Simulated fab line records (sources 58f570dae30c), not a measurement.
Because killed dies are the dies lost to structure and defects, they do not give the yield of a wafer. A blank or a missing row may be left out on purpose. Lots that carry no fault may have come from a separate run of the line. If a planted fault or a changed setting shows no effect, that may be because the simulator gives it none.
Chamber matching ; flow berkeleyCmos170 ; cmp-01 running UCB170_V1_CMP_02: 4 sister chambers
The step polishes SiO2. 8 wafers are shown with their chamber, then 8 later ones without.

## EACH WAFER AND ITS CHAMBER
wafer;chamber;motorCurrentA (A)
L198.2;3;17.5
L204.3;3;17.5
L204.4;2;15.0
L204.5;0;15.4
L207.2;1;15.3
L207.3;2;15.4
L207.6;1;15.7
L211.3;0;16.9

## WAFERS WITHOUT THEIR CHAMBER
wafer;motorCurrentA (A)
L211.5;15.7
L211.6;16.0
L213.1;15.2
L213.2;15.4
L213.6;15.4
L216.1;16.2
L216.3;16.0
L216.5;16.2

## EACH ONE'S CHAMBER
wafer;from the rows above;in truth
L211.5;can't be placed: 1 or 0 or 2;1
L211.6;can't be placed: 0 or 1 or 2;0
L213.1;can't be placed: 2 or 1 or 0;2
L213.2;can't be placed: 1 or 2 or 0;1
L213.6;can't be placed: 1 or 2 or 0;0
L216.1;can't be placed: 0 or 1 or 2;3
L216.3;can't be placed: 0 or 1 or 2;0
L216.5;can't be placed: 0 or 1 or 2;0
Placed correctly: 0 of 8. From these rows, 8 cannot be placed; in 7 the true chamber is one of the candidates. Placed wrongly: 0.
How it was worked out, from the rows above alone: a wafer's distance from a chamber is the root of the sum, over the readings, of the square of ((its reading less the chamber's mean) divided by the reading's scatter). The wafer belongs to the nearest chamber; if the next one is less than 2 further off, it can't be placed. Each chamber's mean is taken over the wafers shown for it. The scatter: the root of (the sum of the squares of (reading less its chamber's mean) over the shown wafers, divided by (wafers less chambers)).
